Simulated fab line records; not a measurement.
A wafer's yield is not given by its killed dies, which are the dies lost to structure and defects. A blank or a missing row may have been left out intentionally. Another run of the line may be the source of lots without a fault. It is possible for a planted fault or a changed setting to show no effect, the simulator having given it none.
fab line records	flow rit-cmos
[record] lots = 6	wafers = 18	last-day = 7
route steps=202 shown REOX@99 NLDD@103 PLDD@114 SPACER@125 NSD@131 M1@202
lots that met no fault: from a run of the same line without faults
start-h: hours from the record's first day to the start of the lot's first wafer shown	wait-h: hours since the lot's step before	" repeats the value in the row above	L1.1+2: a single row standing in for several wafers	- either no value or no given start	* or withheld: withheld	< > ~ a bound
route shown NAME@n: NAME is a module with steps in the file, n the number in the route of the first one	usual: mean/standard deviation taken from wafers without a fault	same: alike in all rows	chamber/n: place in a boat	sites: readings site by site	_std_site: standard deviation across them	_edge_site: outer sites' mean less inner sites'	radius-mm: for every site, how far away it sits from the centre of the wafer	mask NAME#n: copy n	behind: the tool/chamber that last shaped the wafer	hold: why the lot was held/for how many hours/how that ended	device: the n, p or np transistor that did not switch	end of line: tests of these same wafers at the route's end	a step given without rows: its recipe and nothing more	killed: count of dies lost to structure and defects at first sort (not the wafer's yield)	map: per-die view of a wafer (x killed, . not killed, _ where there is no die)
set.NAME: the setting as run; set.NAME@STEP: as run at that earlier step	model.NAME: the simulator's own value behind a step, which no gauge read
lots at selected steps of the route; one table per step, one row per wafer
services: when a tool's chamber went out of use (start-h, in hours from the record's first day, below 0 if earlier), for how many hours, and the reason
[[steps]]
[step RIT_REOX_CLEAN_01]
[recipe] chemistry = dHF	dilution = 50:1	time-s = 30
[step RIT_REOX_CLEAN_02]
[recipe] chemistry = SC2	mix = 3:3:50	time-s = 600	temp-c = 75	dry = n2-spin
[step RIT_REOX_OXIDATION_03]
[recipe] temp-c = 900	ambient = O2	target-thk-a = 252	ox-time-s = 5580
[step RIT_REOX_THK_MEAS_04]
[recipe] reads = SiO2_of_REOX_OXIDATION_03
[usual] REOX_OXIDE_THK = 25.0/0.5
lot.wafer	tool	chamber	start-h	wait-h	REOX_OXIDE_THK[nm]
L754.3	film-metro-01	-	56.85	0.0	24.8
L754.4	"	-	"	"	24.4
L754.5	"	-	"	"	24.3
L758.2	film-metro-02	-	77.12	0.0	25.8
L758.4	"	-	"	"	26.0
L758.5	"	-	"	"	25.8
L761.2	film-metro-02	-	89.98	0.0	25.1
L761.5	"	-	"	"	25.5
L761.6	"	-	"	"	25.0
L767.1	film-metro-04	-	119.98	0.0	25.1
L767.4	"	-	"	"	24.7
L767.5	"	-	"	"	25.2
L770.1	film-metro-01	-	136.97	0.0	24.5
L770.2	"	-	"	"	25.0
L770.6	"	-	"	"	24.7
L771.3	film-metro-02	-	143.53	0.0	25.7
L771.4	"	-	"	"	25.1
L771.5	"	-	"	"	25.1
[step RIT_NLDD_HMDS_00]
[recipe] prime-time-s = 60	prime-temp-c = 140
[step RIT_NLDD_COAT_01]
[recipe] resist = NOVOLAK	spin-rpm = 3250	resist-thk-nm = 1000
[step RIT_NLDD_SOFTBAKE_02]
[recipe] resist = NOVOLAK	temp-c = 90	time-s = 60
[step RIT_NLDD_EXPOSE_03]
[recipe] mask-id = M7	na = 0.57	target-cd-nm = 40700	dose-mj = 250
[step RIT_NLDD_PEB_04]
[recipe] resist = NOVOLAK	temp-c = withheld	time-s = withheld
[step RIT_NLDD_DEVELOP_05]
[recipe] resist = NOVOLAK	develop-time-s = 50	dev-temp-c = 23
[step RIT_NLDD_OVL_MEAS_06]
[usual] NLDD_OVL = 0.1/1.6
lot.wafer	tool	chamber	start-h	wait-h	NLDD_OVL[nm]
L754.3	overlay-02	-	57.86	-	1.1
L754.4	"	-	"	"	1.8
L754.5	"	-	"	"	1.0
L758.2	overlay-01	-	78.02	-	2.0
L758.4	"	-	"	"	-0.1
L758.5	"	-	"	"	2.8
L761.2	overlay-02	-	91.10	-	-0.7
L761.5	"	-	"	"	1.5
L761.6	"	-	"	"	2.3
L767.1	overlay-01	-	120.91	-	1.2
L767.4	"	-	"	"	-1.0
L767.5	"	-	"	"	-1.3
L770.1	overlay-01	-	137.88	-	-0.2
L770.2	"	-	"	"	-0.2
L770.6	"	-	"	"	0.2
L771.3	overlay-01	-	144.56	-	1.3
L771.4	"	-	"	"	0.8
L771.5	"	-	"	"	0.5
[step RIT_NLDD_HARDBAKE_07]
[recipe] resist = NOVOLAK	temp-c = 140	time-s = 60
[step RIT_NLDD_IMPLANT_08]
[recipe] species = P	energy-kev = 20	dose-cm2 = 5e+14	tilt-deg = 7
[usual] beam-on-s = 9.99/0.21	dose-ions-cm2 = 5e+14/5.4e+11	end-station-pressure-torr = 6.28e-06/2.8e-07	faraday-current-uA = 1574/34	tilt-deg = 7.004/0.018
lot.wafer	tool	chamber	start-h	wait-h	beam-on-s	dose-ions-cm2	end-station-pressure-torr	faraday-current-uA	tilt-deg
L754.3	implanter-04	0	58.08	0.1	9.94	5e+14	6.1e-06	1582	7.028
L754.4	"	0	"	"	10.00	4.993e+14	6.34e-06	1575	7.016
L754.5	"	0	"	"	10.45	5.004e+14	6.01e-06	1504	7.005
L758.2	implanter-03	0	78.23	0.1	9.95	5.002e+14	5.89e-06	1576	6.975
L758.4	"	0	"	"	10.11	4.992e+14	6.47e-06	1544	6.989
L758.5	"	0	"	"	9.70	4.997e+14	6.08e-06	1610	6.989
L761.2	implanter-03	0	91.45	0.1	10.13	7.979e+14	7.15e-06	2469	6.979
L761.5	"	0	"	"	9.86	7.97e+14	7.28e-06	2529	7.003
L761.6	"	0	"	"	10.01	7.971e+14	7.14e-06	2506	7.001
L767.1	implanter-03	0	121.10	0.1	9.73	7.982e+14	7e-06	2568	7.017
L767.4	"	0	"	"	10.08	7.986e+14	7.02e-06	2475	7.004
L767.5	"	0	"	"	9.83	7.988e+14	7.35e-06	2539	7.017
L770.1	implanter-04	0	138.07	0.1	10.27	5.001e+14	5.71e-06	1531	6.995
L770.2	"	0	"	"	9.59	4.999e+14	6.16e-06	1638	7.009
L770.6	"	0	"	"	9.97	5.007e+14	6.25e-06	1576	6.991
L771.3	implanter-02	0	144.78	0.1	10.25	5.003e+14	6.35e-06	1529	7.019
L771.4	"	0	"	"	9.75	4.997e+14	6.4e-06	1611	7.011
L771.5	"	0	"	"	9.85	5.002e+14	6.06e-06	1591	7.016
[step RIT_NLDD_STRIP_09]
[recipe] chemistry = O2	time-s = 180	resist = NOVOLAK	platen-temp-c = withheld	power-w = 500	pressure-mtorr = 4000	o2-flow-sccm = 4000
[usual] drypump-motor-current-A = 5.8/0.36
lot.wafer	tool	chamber	start-h	wait-h	drypump-motor-current-A	rf-hours-counter-h
L754.3	plasma-asher-04	0	58.24	0.1	5.9	-
L754.4	"	1	"	"	5.5	-
L754.5	"	1	"	"	5.5	-
L758.2	plasma-asher-03	0	78.35	0.1	5.2	44
L758.4	"	1	"	"	5.5	-
L758.5	"	0	"	"	5.2	-
L761.2	plasma-asher-02	0	91.57	0.1	6.3	29
L761.5	"	1	"	"	5.9	-
L761.6	"	0	"	"	6.2	-
L767.1	plasma-asher-04	1	121.25	0.1	5.6	50
L767.4	"	1	"	"	5.5	-
L767.5	"	1	"	"	5.5	-
L770.1	plasma-asher-02	1	138.22	0.1	6.0	34
L770.2	"	0	"	"	6.3	34
L770.6	"	0	"	"	6.2	-
L771.3	plasma-asher-03	1	144.94	0.1	5.5	-
L771.4	"	0	"	"	5.2	-
L771.5	"	1	"	"	5.5	-
[step RIT_NLDD_TW_MEAS_10]
[usual] NLDD_TW = 2494/18
lot.wafer	tool	chamber	start-h	wait-h	NLDD_TW
L754.3	film-metro-03	-	58.38	0.1	2480
L754.4	"	-	"	"	2481
L754.5	"	-	"	"	2476
L758.2	film-metro-01	-	78.54	0.1	2509
L758.4	"	-	"	"	2509
L758.5	"	-	"	"	2516
L761.2	film-metro-01	-	91.76	0.1	2816
L761.5	"	-	"	"	2823
L761.6	"	-	"	"	2828
L767.1	film-metro-03	-	121.42	0.1	2783
L767.4	"	-	"	"	2792
L767.5	"	-	"	"	2782
L770.1	film-metro-04	-	138.39	0.1	2503
L770.2	"	-	"	"	2492
L770.6	"	-	"	"	2500
L771.3	film-metro-01	-	145.08	0.1	2513
L771.4	"	-	"	"	2522
L771.5	"	-	"	"	2510
[step RIT_PLDD_HMDS_00]
[recipe] prime-time-s = 60	prime-temp-c = 140
[step RIT_PLDD_COAT_01]
[recipe] resist = NOVOLAK	spin-rpm = 3250	resist-thk-nm = 1000
[step RIT_PLDD_SOFTBAKE_02]
[recipe] resist = NOVOLAK	temp-c = 90	time-s = 60
[step RIT_PLDD_EXPOSE_03]
[recipe] mask-id = M8	na = 0.57	target-cd-nm = 40900	dose-mj = 250
[step RIT_PLDD_PEB_04]
[recipe] resist = NOVOLAK	temp-c = withheld	time-s = withheld
[step RIT_PLDD_DEVELOP_05]
[recipe] resist = NOVOLAK	develop-time-s = 50	dev-temp-c = 23
[step RIT_PLDD_OVL_MEAS_06]
[usual] PLDD_OVL = 1.0/1.3
lot.wafer	tool	chamber	start-h	wait-h	PLDD_OVL[nm]
L754.3	overlay-01	-	59.28	-	2.7
L754.4	"	-	"	"	0.6
L754.5	"	-	"	"	0.2
L758.2	overlay-01	-	79.51	-	-0.6
L758.4	"	-	"	"	1.9
L758.5	"	-	"	"	-0.8
L761.2	overlay-01	-	92.66	-	-0.8
L761.5	"	-	"	"	3.1
L761.6	"	-	"	"	0.7
L767.1	overlay-01	-	122.50	-	1.6
L767.4	"	-	"	"	3.2
L767.5	"	-	"	"	3.1
L770.1	overlay-02	-	139.30	-	1.6
L770.2	"	-	"	"	3.9
L770.6	"	-	"	"	2.1
L771.3	overlay-01	-	146.10	-	3.7
L771.4	"	-	"	"	1.4
L771.5	"	-	"	"	2.6
[step RIT_PLDD_HARDBAKE_07]
[recipe] resist = NOVOLAK	temp-c = 140	time-s = 60
[step RIT_PLDD_IMPLANT_08]
[recipe] species = BF2	energy-kev = 20	dose-cm2 = 9e+14	tilt-deg = 7
[step RIT_PLDD_STRIP_09]
[recipe] chemistry = O2	time-s = 180	resist = NOVOLAK	platen-temp-c = withheld	power-w = 500	pressure-mtorr = 4000	o2-flow-sccm = 4000
[usual] drypump-motor-current-A = 5.8/0.37
lot.wafer	tool	chamber	start-h	wait-h	drypump-motor-current-A	rf-hours-counter-h
L754.3	plasma-asher-01	1	59.66	0.1	6.0	-
L754.4	"	0	"	"	5.4	-
L754.5	"	0	"	"	5.4	-
L758.2	plasma-asher-01	0	79.84	0.1	5.4	43
L758.4	"	1	"	"	6.0	-
L758.5	"	0	"	"	5.4	-
L761.2	plasma-asher-01	0	92.99	0.1	5.4	44
L761.5	"	0	"	"	5.4	-
L761.6	"	1	"	"	6.0	-
L767.1	plasma-asher-01	1	122.83	0.1	6.0	0
L767.4	"	1	"	"	6.0	-
L767.5	"	1	"	"	6.0	-
L770.1	plasma-asher-02	0	139.75	0.1	6.2	34
L770.2	"	1	"	"	6.0	34
L770.6	"	1	"	"	6.0	-
L771.3	plasma-asher-01	1	146.49	0.1	6.0	-
L771.4	"	0	"	"	5.4	-
L771.5	"	1	"	"	6.0	-
[step RIT_PLDD_TW_MEAS_10]
[usual] PLDD_TW = 2353/15
lot.wafer	tool	chamber	start-h	wait-h	PLDD_TW
L754.3	film-metro-01	-	59.80	0.1	2375
L754.4	"	-	"	"	2369
L754.5	"	-	"	"	2379
L758.2	film-metro-01	-	80.03	0.1	2356
L758.4	"	-	"	"	2373
L758.5	"	-	"	"	2362
L761.2	film-metro-04	-	93.18	0.1	2349
L761.5	"	-	"	"	2331
L761.6	"	-	"	"	2330
L767.1	film-metro-04	-	123.01	0.1	2337
L767.4	"	-	"	"	2356
L767.5	"	-	"	"	2363
L770.1	film-metro-01	-	139.93	0.1	2354
L770.2	"	-	"	"	2356
L770.6	"	-	"	"	2364
L771.3	film-metro-01	-	146.62	0.1	2368
L771.4	"	-	"	"	2367
L771.5	"	-	"	"	2363
[step RIT_SPACER_CLEAN_00]
[recipe] chemistry = SC1	mix = 3:3:50	time-s = 600	temp-c = 75
[step RIT_SPACER_CLEAN_01]
[recipe] chemistry = dHF	dilution = 50:1	time-s = 30
[step RIT_SPACER_CLEAN_02]
[recipe] chemistry = SC2	mix = 3:3:50	time-s = 600	temp-c = 75	dry = n2-spin
[step RIT_SPACER_CVD_03]
[recipe] material = Si3N4	target-thk-nm = 250	temp-c = 810	precursor = SiH2Cl2/NH3	time-s = 3300	pressure-mtorr = 300	sih2cl2-flow-sccm = 60	nh3-flow-sccm = 150
[step RIT_SPACER_THK_MEAS_04]
[recipe] reads = Si3N4_of_SPACER_CVD_03
[usual] SPACER_NITRIDE_THK = 250.2/2.1
lot.wafer	tool	chamber	start-h	wait-h	SPACER_NITRIDE_THK[nm]
L754.3	film-metro-02	-	62.16	0.0	246.2
L754.4	"	-	"	"	247.1
L754.5	"	-	"	"	247.4
L758.2	film-metro-01	-	82.37	0.0	249.7
L758.4	"	-	"	"	249.5
L758.5	"	-	"	"	250.6
L761.2	film-metro-01	-	95.55	0.0	250.8
L761.5	"	-	"	"	248.8
L761.6	"	-	"	"	245.6
L767.1	film-metro-02	-	125.37	0.0	249.0
L767.4	"	-	"	"	249.3
L767.5	"	-	"	"	249.5
L770.1	film-metro-02	-	142.30	0.0	251.2
L770.2	"	-	"	"	253.1
L770.6	"	-	"	"	252.7
L771.3	film-metro-03	-	148.97	0.0	246.5
L771.4	"	-	"	"	246.9
L771.5	"	-	"	"	244.2
[step RIT_SPACER_ETCHBACK_05]
[recipe] target-depth-a = 2500	SF6_flow_sccm = 30	CHF3_flow_sccm = 30	target = Si3N4	chemistry = SF6/CHF3	pressure-mtorr = 40	rf-w = 250	time-s = 240	stop-on = SiO2
[usual] SF6_flow_sccm = 30.01/0.089	drypump-motor-current-A = 5.5/0.47	oes-product-au = 0.837/0.013	throttle-valve-pct = 10.33/0.11
lot.wafer	tool	chamber	start-h	wait-h	SF6_flow_sccm	drypump-motor-current-A	oes-product-au	rf-hours-counter-h	throttle-valve-pct
L754.3	rie-diel-03	2	62.20	0.0	29.98	5.3	0.828	20	10.33
L754.4	"	3	"	"	30.05	5.2	0.841	106	10.39
L754.5	"	1	"	"	30.03	6.0	0.851	-	10.47
L758.2	rie-diel-03	3	82.42	0.0	29.89	5.2	0.845	106	10.39
L758.4	"	2	"	"	30.12	5.3	0.832	-	10.34
L758.5	"	1	"	"	30.02	6.0	0.853	-	10.45
L761.2	rie-diel-01	3	95.60	0.0	29.90	5.5	0.843	121	10.22
L761.5	"	2	"	"	30.03	6.0	0.833	-	10.39
L761.6	"	3	"	"	30.01	5.5	0.831	-	10.22
L767.1	rie-diel-03	1	125.43	0.1	29.97	6.0	0.853	18	10.45
L767.4	"	0	"	"	29.99	5.9	0.819	42	10.26
L767.5	"	2	"	"	29.91	5.3	0.841	-	10.35
L770.1	rie-diel-01	0	142.36	0.1	30.10	6.0	0.817	4	10.37
L770.2	"	2	"	"	29.95	6.1	0.837	107	10.40
L770.6	"	3	"	"	29.93	5.5	0.835	-	10.22
L771.3	rie-diel-04	2	149.01	0.0	29.83	4.7	0.835	97	10.21
L771.4	"	1	"	"	29.95	6.1	0.836	70	10.14
L771.5	"	3	"	"	30.04	5.4	0.814	-	10.26
[step RIT_NSD_HMDS_00]
[recipe] prime-time-s = 60	prime-temp-c = 140
[step RIT_NSD_COAT_01]
[recipe] resist = NOVOLAK	spin-rpm = 3250	resist-thk-nm = 1000
[step RIT_NSD_SOFTBAKE_02]
[recipe] resist = NOVOLAK	temp-c = 90	time-s = 60
[step RIT_NSD_EXPOSE_03]
[recipe] mask-id = M9	na = 0.57	target-cd-nm = 40700	dose-mj = 250
[step RIT_NSD_PEB_04]
[recipe] resist = NOVOLAK	temp-c = withheld	time-s = withheld
[step RIT_NSD_DEVELOP_05]
[recipe] resist = NOVOLAK	develop-time-s = 50	dev-temp-c = 23
[step RIT_NSD_OVL_MEAS_06]
[usual] NSD_OVL = -0.6/1.1
lot.wafer	tool	chamber	start-h	wait-h	NSD_OVL[nm]
L754.3	overlay-01	-	63.22	-	-1.7
L754.4	"	-	"	"	0.4
L754.5	"	-	"	"	1.2
L758.2	overlay-02	-	83.55	-	-1.3
L758.4	"	-	"	"	-1.9
L758.5	"	-	"	"	-0.1
L761.2	overlay-01	-	97.00	-	-1.7
L761.5	"	-	"	"	-0.2
L761.6	"	-	"	"	-0.7
L767.1	overlay-01	-	126.43	-	0.8
L767.4	"	-	"	"	-0.7
L767.5	"	-	"	"	0.9
L770.1	overlay-01	-	143.36	-	-0.4
L770.2	"	-	"	"	-0.3
L770.6	"	-	"	"	-0.7
L771.3	overlay-01	-	150.02	-	-1.5
L771.4	"	-	"	"	-1.3
L771.5	"	-	"	"	1.3
[step RIT_NSD_HARDBAKE_07]
[recipe] resist = NOVOLAK	temp-c = 140	time-s = 60
[step RIT_NSD_IMPLANT_08]
[recipe] species = P	energy-kev = 25	dose-cm2 = 1e+15	tilt-deg = 7
[step RIT_NSD_STRIP_09]
[recipe] chemistry = O2	time-s = 180	resist = NOVOLAK	platen-temp-c = withheld	power-w = 500	pressure-mtorr = 4000	o2-flow-sccm = 4000
[usual] drypump-motor-current-A = 5.8/0.3
lot.wafer	tool	chamber	start-h	wait-h	drypump-motor-current-A	rf-hours-counter-h
L754.3	plasma-asher-02	1	63.61	0.1	6.0	-
L754.4	"	0	"	"	6.3	-
L754.5	"	0	"	"	6.3	-
L758.2	plasma-asher-01	0	83.88	0.1	5.4	43
L758.4	"	0	"	"	5.4	-
L758.5	"	0	"	"	5.4	-
L761.2	plasma-asher-01	1	97.35	0.1	6.0	45
L761.5	"	0	"	"	5.4	-
L761.6	"	1	"	"	6.0	-
L767.1	plasma-asher-04	0	126.76	0.1	5.9	51
L767.4	"	1	"	"	5.5	-
L767.5	"	1	"	"	5.5	-
L770.1	plasma-asher-01	0	143.70	0.1	5.4	2
L770.2	"	1	"	"	6.0	2
L770.6	"	1	"	"	6.0	-
L771.3	plasma-asher-01	0	150.40	0.1	5.4	-
L771.4	"	1	"	"	6.0	-
L771.5	"	1	"	"	6.0	-
[step RIT_SDANNEAL_RS_MEAS_07]
[recipe] thk-meas-gauge = four-point-probe
[usual] NLDD_RS = 151.5/0.56
lot.wafer	tool	chamber	start-h	wait-h	NLDD_RS[ohm/sq]
L754.3	film-metro-03	-	66.04	0.1	151.7
L754.4	"	-	"	"	151.0
L754.5	"	-	"	"	151.8
L758.2	film-metro-03	-	86.34	0.1	151.1
L758.4	"	-	"	"	151.0
L758.5	"	-	"	"	150.7
L761.2	film-metro-04	-	99.94	0.1	103.7
L761.5	"	-	"	"	103.7
L761.6	"	-	"	"	103.7
L767.1	film-metro-01	-	129.33	0.1	103.0
L767.4	"	-	"	"	103.2
L767.5	"	-	"	"	103.2
L770.1	film-metro-01	-	146.29	0.1	150.9
L770.2	"	-	"	"	150.8
L770.6	"	-	"	"	150.8
L771.3	film-metro-04	-	152.82	0.1	151.4
L771.4	"	-	"	"	151.7
L771.5	"	-	"	"	152.0
[step RIT_M1_PROBE_99]
[usual] killed-at-front-end = 7/3	killed-dies = 7/3.1	killed-open = 3.4/2.1	killed-short = 3.2/1.9
[same] gross-dies = 264	killed_at_M0_to_M3 = 0	killed_at_M4_up = 0	killed-at-back-side = 0	killed-at-contacts = 0	killed-at-other = 0
lot.wafer	tool	chamber	start-h	wait-h	killed-at-front-end	killed-dies	killed-open	killed-short	model.etest.nmos_0p3.r-on-ohm-um	model.etest.nmos_0p15.r-on-ohm-um	model.etest.nldd.rs-ohm-sq	model.etest.nmos-turned.drive-ua-um	model.etest.nmos_0p15.drive-ua-um	model.etest.nldd.line-ohm-um	model.etest.nmos-narrow.drive-ua-um	model.etest.nmos_0p3.drive-ua-um
L754.3	prober-01	-	73.38	0.2	5	5	1	4	2118	1123	375.1	339	487.2	117.3	232.8	232.8
L754.4	prober-01	-	73.43	0.2	8	8	5	3	2126	1152	366	346.7	477.7	114.3	237.6	235
L754.5	prober-01	-	73.48	0.2	8	8	2	6	2120	1104	367	345.6	482.6	114.8	228.8	231.7
L758.2	prober-01	-	93.57	0.1	4	4	0	4	2148	1149	365.7	323.9	460.3	115.2	226.3	228.9
L758.4	prober-01	-	93.67	0.2	4	4	2	2	2110	1132	370.9	321.6	463	115	225.9	229.5
L758.5	prober-01	-	93.72	0.2	9	9	4	5	2106	1108	367.4	335.1	470.7	115.8	230.2	234
L761.2	prober-02	-	107.07	0.1	4	4	1	3	1941	918.2	240.1	445.1	555.5	75.23	243	244.5
L761.5	prober-02	-	107.22	0.2	3	3	2	1	1924	905.2	246.6	440.4	557.4	76.46	245	246.9
L761.6	prober-02	-	107.27	0.2	6	6	3	3	1953	933.9	239.1	439.1	549.5	74.59	247.4	248.7
L767.1	prober-02	-	137.79	0.1	6	6	4	2	1967	947.2	244.8	418.9	529.2	75.11	242	238.1
L767.4	prober-02	-	137.94	0.2	5	5	2	3	1998	989.2	240.1	414.7	514.6	74.89	238	236.1
L767.5	prober-02	-	137.99	0.2	9	9	7	2	1992	973.2	246.7	409.8	511.4	75.74	239.5	237.6
L770.1	prober-01	-	153.29	0.1	2	2	1	1	2134	1101	369.5	331.9	468.4	116.2	227	222.3
L770.2	prober-01	-	153.34	0.1	5	5	1	4	2141	1097	381.6	325.6	471.6	116.3	225.6	222.7
L770.6	prober-01	-	153.54	0.2	3	3	2	1	2136	1104	371.9	334.4	479.5	116.5	230.5	225.1
L771.3	prober-02	-	159.93	0.2	17	17	9	8	2141	1126	369.8	328.6	479.8	116.1	228.4	228.3
L771.4	prober-02	-	159.98	0.2	7	7	4	3	2150	1140	360	332.8	474	111.2	230	227
L771.5	prober-02	-	160.03	0.2	7	7	3	4	2151	1107	361.4	337	476.7	113.4	225.8	226.1
// killed by level:class
L754.3 GATE:geometric-particle:short=2 FOX1:geometric-particle:short=1 FOX2:geometric-particle:open=1 REOX:geometric-particle:short=1
L754.4 SPACER:geometric-particle:open=3 GATE:geometric-particle:open=2 GATE:geometric-particle:short=2 SPACER:geometric-particle:short=1
L754.5 GATE:geometric-particle:short=5 GATE:geometric-particle:open=1 REOX:geometric-particle:open=1 SPACER:geometric-particle:short=1
L758.2 GATE:geometric-particle:short=2 SPACER:geometric-particle:short=1 SILICIDE:geometric-particle:short=1
L758.4 FOX1:geometric-particle:open=1 GATE:geometric-particle:short=1 SILICIDE:geometric-particle:short=1 SILICIDE:geometric-particle:open=1
L758.5 GATE:geometric-particle:open=3 FOX1:geometric-particle:short=2 FOX2:geometric-particle:short=1 SPACER:geometric-particle:short=1 SILICIDE:geometric-particle:short=1 SILICIDE:geometric-particle:open=1
L761.2 FOX2:geometric-particle:short=1 GATE:geometric-particle:open=1 GATE:geometric-particle:short=1 REOX:geometric-particle:short=1
L761.5 GATE:geometric-particle:open=2 SILICIDE:geometric-particle:short=1
L761.6 FOX1:geometric-particle:short=1 FOX2:geometric-particle:open=1 FOX2:geometric-particle:short=1 GATE:geometric-particle:open=1 GATE:geometric-particle:short=1 REOX:geometric-particle:open=1
L767.1 FOX1:geometric-particle:open=2 GATE:geometric-particle:open=2 FOX1:geometric-particle:short=1 SILICIDE:geometric-particle:short=1
L767.4 SILICIDE:geometric-particle:short=2 REOX:geometric-particle:open=1 SPACER:geometric-particle:open=1 SPACER:geometric-particle:short=1
L767.5 FOX1:geometric-particle:open=3 REOX:geometric-particle:open=2 SPACER:geometric-particle:short=2 GATE:geometric-particle:open=1 SPACER:geometric-particle:open=1
L770.1 FOX1:geometric-particle:short=1 FOX2:geometric-particle:open=1
L770.2 GATE:geometric-particle:short=2 FOX2:geometric-particle:short=1 GATE:geometric-particle:open=1 SPACER:geometric-particle:short=1
L770.6 FOX2:geometric-particle:short=1 GATE:geometric-particle:open=1 REOX:geometric-particle:open=1
L771.3 GATE:geometric-particle:open=5 REOX:geometric-particle:short=4 REOX:geometric-particle:open=2 SILICIDE:geometric-particle:short=2 FOX1:geometric-particle:open=1 FOX2:geometric-particle:short=1 FOX2:geometric-particle:open=1 GATE:geometric-particle:short=1
L771.4 SPACER:geometric-particle:open=2 GATE:geometric-particle:short=1 GATE:geometric-particle:open=1 REOX:geometric-particle:open=1 REOX:geometric-particle:short=1 SILICIDE:geometric-particle:short=1
L771.5 FOX2:geometric-particle:short=1 GATE:geometric-particle:open=1 REOX:geometric-particle:short=1 SPACER:geometric-particle:open=1 SPACER:geometric-particle:short=1 SILICIDE:geometric-particle:open=1 SILICIDE:geometric-particle:short=1
[[services]]
tool	chamber	start-h	hours	kind
rie-diel-01	2	45.27	48.3	repair
plasma-asher-04	-	71.49	0.9	repair
rie-diel-03	0	76.05	35.9	repair
implanter-03	-	84.88	6.5	repair
rie-diel-01	1	93.58	-	clean
rie-diel-01	1	93.58	25.0	scheduled-down
rie-diel-01	1	93.58	25.0	vent-cycle
plasma-asher-01	-	108.75	9.0	pm
plasma-asher-01	0	108.75	9.0	vent-cycle
plasma-asher-01	1	108.75	9.0	vent-cycle
plasma-asher-03	-	114.87	0.8	repair
implanter-02	-	114.88	8.7	pm
plasma-asher-01	0	117.75	-	clean
plasma-asher-01	1	117.75	-	clean
rie-diel-01	-	126.74	0.5	repair
rie-diel-03	1	134.59	11.6	repair
rie-diel-03	0	136.83	10.5	repair
rie-diel-04	2	144.36	2.7	repair
rie-diel-03	3	146.33	6.7	repair
[[key]]
[first-sign] step = RIT_NLDD_IMPLANT_08	reading = dose-ions-cm2	direction = up	sigmas = 99+	usual = 5e+14	struck = 7.979e+14
[effect] step = RIT_NLDD_IMPLANT_08	reading = faraday-current-uA	direction = up	sigmas = 28	usual = 1574	struck = 2515
[effect] step = RIT_NLDD_TW_MEAS_10	reading = NLDD_TW	direction = up	sigmas = 17	usual = 2494	struck = 2804
[effect] step = RIT_SDANNEAL_RS_MEAS_07	reading = NLDD_RS	direction = down	sigmas = 87	usual = 151.5	struck = 103.4
[model-effect] step = RIT_M1_PROBE_99	value = etest.nmos_0p3.r-on-ohm-um	without = 2163	struck = 1962
met-at RIT_NLDD_IMPLANT_08
struck-wafers L761.2,L761.5,L761.6,L767.1,L767.4,L767.5
tester-left-out L761,L767
onset-between 78.23 91.45
[fault] kind = process-parameter-drift	tool = implanter-03	chamber = -	onset-h = 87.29	steps = RIT_NLDD_IMPLANT_08	channel = dose-cm2	offset = 2.9808e+14	shape = step	end-h = 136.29	acts-in = these-recipes-only	stated = 5e+14
// tester-left-out: of these lots the tester's yield and bins aren't shown, on N5 and GAA mostly nor the transistor test; their killed dies are dies lost to structure and defects alone, not to doping, threshold or leakage, so they don't give the yield
